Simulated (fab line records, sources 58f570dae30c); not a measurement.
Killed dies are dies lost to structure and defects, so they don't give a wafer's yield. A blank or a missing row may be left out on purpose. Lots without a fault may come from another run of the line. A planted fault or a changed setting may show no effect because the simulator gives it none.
fab line records | flow berkeley_cmos170
record lots=15 wafers=45 last_day=12
route steps=331 shown PWELL@40 ACTIVE@74 FIELD@95
lots that met no fault: from a run of the same line without faults
start_h: hours from the record's first day to the start of the lot's first wafer shown | wait_h: hours since the lot's step before | " the same as in the row above | L1.1+2: a row that stands for several wafers | - no value, or no start given | * or withheld: withheld | < > ~ a bound
route shown NAME@n: a module of which the file shows steps, and the number in the route of the first | usual: mean/standard deviation of fault-free wafers | same: alike in all rows | chamber/n: place in a boat | sites: the reading at each site | _std_site: their standard deviation | _edge_site: outer sites' mean less inner sites' | radius_mm: how far each site lies from the wafer's centre | mask NAME#n: copy n | behind: the tool/chamber that last shaped the wafer | hold: why the lot was held/for how many hours/how that ended | device: the transistor (n, p or np) that didn't switch | end of line: the same wafers' tests at the end of the route | a step without rows: its recipe alone | killed: dies lost to structure and defects at the first sort, not the wafer's yield | map: a wafer's dies, x killed, . not, _ none there
set.NAME: the setting as run; set.NAME@STEP: as run at that earlier step | model.NAME: the simulator's own value behind a step, which no gauge read
steps of the route over a sample of lots; a table a step, a row a wafer
## steps
# step UCB170_PWELL_THK_MEAS_06
# recipe reads=Si3N4_of_PWELL_CVD_05
# usual PWELL_NITRIDE_THK=220.6/2
# columns lot.wafer tool chamber start_h wait_h PWELL_NITRIDE_THK[nm]
L472.2 film_metro-04 - 44.02 0.0 223.1
L472.4 " - " " 223.0
L472.5 " - " " 223.0
L473.4 film_metro-02 - 48.03 0.0 218.6
L473.5 " - " " 216.0
L473.6 " - " " 216.7
L475.1 film_metro-03 - 60.71 0.0 225.5
L475.4 " - " " 224.1
L475.6 " - " " 223.0
L477.1 film_metro-04 - 67.73 0.0 219.7
L477.2 " - " " 221.0
L477.6 " - " " 222.6
L479.3 film_metro-03 - 84.57 0.0 224.0
L479.5 " - " " 224.8
L479.6 " - " " 223.9
L480.2 film_metro-02 - 88.88 0.0 219.7
L480.3 " - " " 220.9
L480.5 " - " " 220.3
L481.2 film_metro-02 - 92.66 0.0 219.6
L481.3 " - " " 219.5
L481.6 " - " " 221.2
L482.1 film_metro-03 - 96.06 0.0 218.6
L482.3 " - " " 217.9
L482.6 " - " " 219.4
L484.1 film_metro-03 - 104.05 0.0 219.5
L484.5 " - " " 220.1
L484.6 " - " " 218.2
L487.1 film_metro-04 - 117.00 0.0 219.9
L487.4 " - " " 220.0
L487.5 " - " " 219.2
L488.1 film_metro-04 - 129.43 0.0 219.8
L488.2 " - " " 219.2
L488.5 " - " " 220.3
L490.3 film_metro-03 - 140.59 0.0 222.4
L490.4 " - " " 221.8
L490.5 " - " " 221.2
L492.1 film_metro-02 - 149.03 0.0 220.2
L492.2 " - " " 221.1
L492.5 " - " " 222.7
L494.3 film_metro-02 - 158.87 0.0 220.5
L494.4 " - " " 219.3
L494.5 " - " " 220.3
L493.2 film_metro-03 - 158.89 0.0 219.7
L493.3 " - " " 219.9
L493.6 " - " " 219.6
# step UCB170_ACTIVE_OVL_MEAS_14
# usual ACTIVE_OVL=0/6.6
# columns lot.wafer tool chamber start_h wait_h ACTIVE_OVL[nm]
L473.4 overlay-02 - 73.19 0.1 6
L473.5 " - " " 1
L473.6 " - " " -2
L472.2 overlay-01 - 73.46 0.1 -3
L472.4 " - " " 5
L472.5 " - " " -1
L475.1 overlay-01 - 87.00 0.1 -4
L475.4 " - " " -4
L475.6 " - " " -2
L477.1 overlay-02 - 96.69 0.1 3
L477.2 " - " " 11
L477.6 " - " " 9
L479.3 overlay-01 - 109.73 0.1 -6
L479.5 " - " " -2
L479.6 " - " " -5
L480.2 overlay-02 - 113.99 0.1 0
L480.3 " - " " 1
L480.5 " - " " 3
L481.2 overlay-02 - 120.12 0.1 -6
L481.3 " - " " -4
L481.6 " - " " -1
L482.1 overlay-01 - 128.54 0.1 1
L482.3 " - " " 2
L482.6 " - " " -1
L484.1 overlay-01 - 137.60 0.1 3
L484.5 " - " " -1
L484.6 " - " " 2
L487.1 overlay-01 - 148.93 0.1 -10
L487.4 " - " " -2
L487.5 " - " " -1
L488.1 overlay-01 - 160.40 0.1 -11
L488.2 " - " " -13
L488.5 " - " " -3
L490.3 overlay-01 - 169.01 0.1 4
L490.4 " - " " 12
L490.5 " - " " 2
L492.1 overlay-01 - 185.23 0.1 11
L492.2 " - " " 16
L492.5 " - " " 12
L494.3 overlay-01 - 192.38 0.1 -6
L494.4 " - " " -2
L494.5 " - " " -10
L493.2 overlay-01 - 192.94 0.1 6
L493.3 " - " " 17
L493.6 " - " " 3
# step UCB170_FIELD_WET_ETCH_06
# recipe chemistry=BOE dilution=5:1 target=SiO2 temp_c=25 time_s=22
# usual bath_heat_duty_pct=6.3/0.65 run_length_s=49.6/1
# columns lot.wafer tool chamber start_h wait_h bath_heat_duty_pct run_length_s
L472.2 wet_bench-02 3 89.30 0.0 6.7 49.0
L472.4 " 3 " " 6.8 49.0
L472.5 " 3 " " 5.9 49.0
L473.4 wet_bench-02 0 89.30 0.0 6.4 48.6
L473.5 " 0 " " 5.9 48.6
L473.6 " 0 " " 5.9 48.6
L475.1 wet_bench-04 1 102.25 0.0 6.6 48.7
L475.4 " 1 " " 6.0 48.7
L475.6 " 1 " " 8.0 48.7
L477.1 wet_bench-01 2 114.38 0.3 5.3 50.0
L477.2 " 2 " " 5.1 50.0
L477.6 " 2 " " 5.4 50.0
L479.3 wet_bench-02 2 124.09 0.0 7.3 49.2
L479.5 " 2 " " 7.4 49.2
L479.6 " 2 " " 6.6 49.2
L480.2 wet_bench-01 3 133.10 0.0 - -
L480.3 " 3 " " - -
L480.5 " 3 " " - -
L481.2 wet_bench-02 3 139.54 0.0 - -
L481.3 " 3 " " - -
L481.6 " 3 " " - -
L482.1 wet_bench-01 0 143.35 0.0 - -
L482.3 " 0 " " - -
L482.6 " 0 " " - -
L484.1 wet_bench-01 3 155.55 0.0 5.5 49.3
L484.5 " 3 " " 6.8 49.3
L484.6 " 3 " " 5.4 49.3
L487.1 wet_bench-01 1 165.41 0.4 6.5 53.7
L487.4 " 1 " " 6.7 53.7
L487.5 " 1 " " 5.9 53.7
L488.1 wet_bench-04 3 180.00 0.0 6.7 50.3
L488.2 " 3 " " 5.9 50.3
L488.5 " 3 " " 6.7 50.3
L490.3 wet_bench-01 2 189.56 0.0 5.2 49.9
L490.4 " 2 " " 5.5 49.9
L490.5 " 2 " " 4.8 49.9
L492.1 wet_bench-01 3 206.44 0.0 7.3 49.2
L492.2 " 3 " " 5.9 49.2
L492.5 " 3 " " 5.9 49.2
L493.2 wet_bench-02 3 213.28 0.0 7.2 49.3
L493.3 " 3 " " 6.2 49.3
L493.6 " 3 " " 5.4 49.3
L494.3 wet_bench-02 1 213.28 0.0 6.1 50.2
L494.4 " 1 " " 6.1 50.2
L494.5 " 1 " " 7.2 50.2
# step UCB170_FIELD_THK_MEAS_90
# recipe reads=SiO2_of_FIELD_OXIDATION_01
# usual FIELD_OXIDE_LEFT_1_THK=444/11
# columns lot.wafer tool chamber start_h wait_h FIELD_OXIDE_LEFT_1_THK[nm]
L472.2 film_metro-03 - 89.32 0.0 453
L472.4 " - " " 450
L472.5 " - " " 455
L473.4 film_metro-02 - 89.34 0.0 455
L473.5 " - " " 458
L473.6 " - " " 467
L475.1 film_metro-03 - 102.26 0.0 451
L475.4 " - " " 448
L475.6 " - " " 445
L477.1 film_metro-02 - 114.40 0.0 447
L477.2 " - " " 460
L477.6 " - " " 451
L479.3 film_metro-02 - 124.13 0.0 452
L479.5 " - " " 453
L479.6 " - " " 451
L480.2 film_metro-02 - 133.12 0.0 509
L480.3 " - " " 516
L480.5 " - " " 509
L481.2 film_metro-03 - 139.56 0.0 479
L481.3 " - " " 483
L481.6 " - " " 493
L482.1 film_metro-03 - 143.36 0.0 475
L482.3 " - " " 491
L482.6 " - " " 495
L484.1 film_metro-04 - 155.57 0.0 434
L484.5 " - " " 444
L484.6 " - " " 434
L487.1 film_metro-04 - 165.43 0.0 447
L487.4 " - " " 451
L487.5 " - " " 450
L488.1 film_metro-04 - 180.02 0.0 436
L488.2 " - " " 432
L488.5 " - " " 428
L490.3 film_metro-02 - 189.60 0.0 442
L490.4 " - " " 442
L490.5 " - " " 449
L492.1 film_metro-04 - 206.46 0.0 441
L492.2 " - " " 444
L492.5 " - " " 436
L493.2 film_metro-03 - 213.30 0.0 438
L493.3 " - " " 426
L493.6 " - " " 428
L494.3 film_metro-04 - 213.31 0.0 441
L494.4 " - " " 437
L494.5 " - " " 446
# step UCB170_FIELD_THK_MEAS_91
# recipe reads=SiO2_of_FIELD_OXIDATION_01
# usual FIELD_OXIDE_LEFT_2_THK=356/11
# columns lot.wafer tool chamber start_h wait_h FIELD_OXIDE_LEFT_2_THK[nm]
L472.2 film_metro-03 - 101.96 0.0 366
L472.4 " - " " 363
L472.5 " - " " 367
L473.4 film_metro-02 - 101.98 0.0 366
L473.5 " - " " 369
L473.6 " - " " 378
L475.1 film_metro-03 - 117.74 0.0 361
L475.4 " - " " 358
L475.6 " - " " 356
L477.1 film_metro-03 - 136.25 0.0 359
L477.2 " - " " 373
L477.6 " - " " 363
L479.3 film_metro-02 - 143.04 0.0 364
L479.5 " - " " 365
L479.6 " - " " 363
L480.2 film_metro-02 - 151.02 0.0 420
L480.3 " - " " 428
L480.5 " - " " 421
L481.2 film_metro-02 - 158.45 0.0 391
L481.3 " - " " 396
L481.6 " - " " 406
L482.1 film_metro-02 - 161.10 0.0 387
L482.3 " - " " 402
L482.6 " - " " 407
L484.1 film_metro-04 - 172.36 0.0 345
L484.5 " - " " 356
L484.6 " - " " 345
L487.1 film_metro-03 - 191.05 0.0 358
L487.4 " - " " 362
L487.5 " - " " 361
L488.1 film_metro-04 - 200.16 0.0 348
L488.2 " - " " 344
L488.5 " - " " 340
L490.3 film_metro-02 - 203.61 0.0 356
L490.4 " - " " 355
L490.5 " - " " 363
L492.1 film_metro-04 - 221.45 0.0 353
L492.2 " - " " 356
L492.5 " - " " 348
L493.2 film_metro-03 - 225.35 0.0 348
L493.3 " - " " 338
L493.6 " - " " 340
L494.3 film_metro-04 - 225.39 0.0 352
L494.4 " - " " 349
L494.5 " - " " 357
## key
first_sign step=UCB170_FIELD_WET_ETCH_06 reading=tool_record direction=missing
effect step=UCB170_FIELD_THK_MEAS_90 reading=FIELD_OXIDE_LEFT_1_THK direction=up sigmas=4.7 usual=444 struck=494
effect step=UCB170_FIELD_THK_MEAS_91 reading=FIELD_OXIDE_LEFT_2_THK direction=up sigmas=4.6 usual=356 struck=406
met_at UCB170_FIELD_WET_ETCH_06
struck_lots L480,L481,L482
later_rows_left_out L480.2,L480.3,L480.5,L481.2,L481.3,L481.6,L482.1,L482.3,L482.6
sort_left_out L480.2,L480.3,L480.5,L481.2,L481.3,L481.6,L482.1,L482.3,L482.6
tester_left_out L480,L481,L482
not_acting_at UCB170_PWELL_THK_MEAS_06,UCB170_ACTIVE_OVL_MEAS_14
onset_between 124.09 133.10
fault kind=skipped_step_whole tool=wet_bench-01,wet_bench-02 chamber=- onset_h=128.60 steps=UCB170_FIELD_WET_ETCH_06 scope=struck_lots_only
# tester_left_out: of these lots the tester's yield and bins aren't shown, on N5 and GAA mostly nor the transistor test; their killed dies are dies lost to structure and defects alone, not to doping, threshold or leakage, so they don't give the yield
# sort_left_out: the simulated sort isn't trusted on such a fault, so these wafers' sort isn't shown, and their yield isn't known
# later_rows_left_out: the simulator's readings of these wafers behind a module that went badly wrong aren't trusted and aren't shown, but for the sort
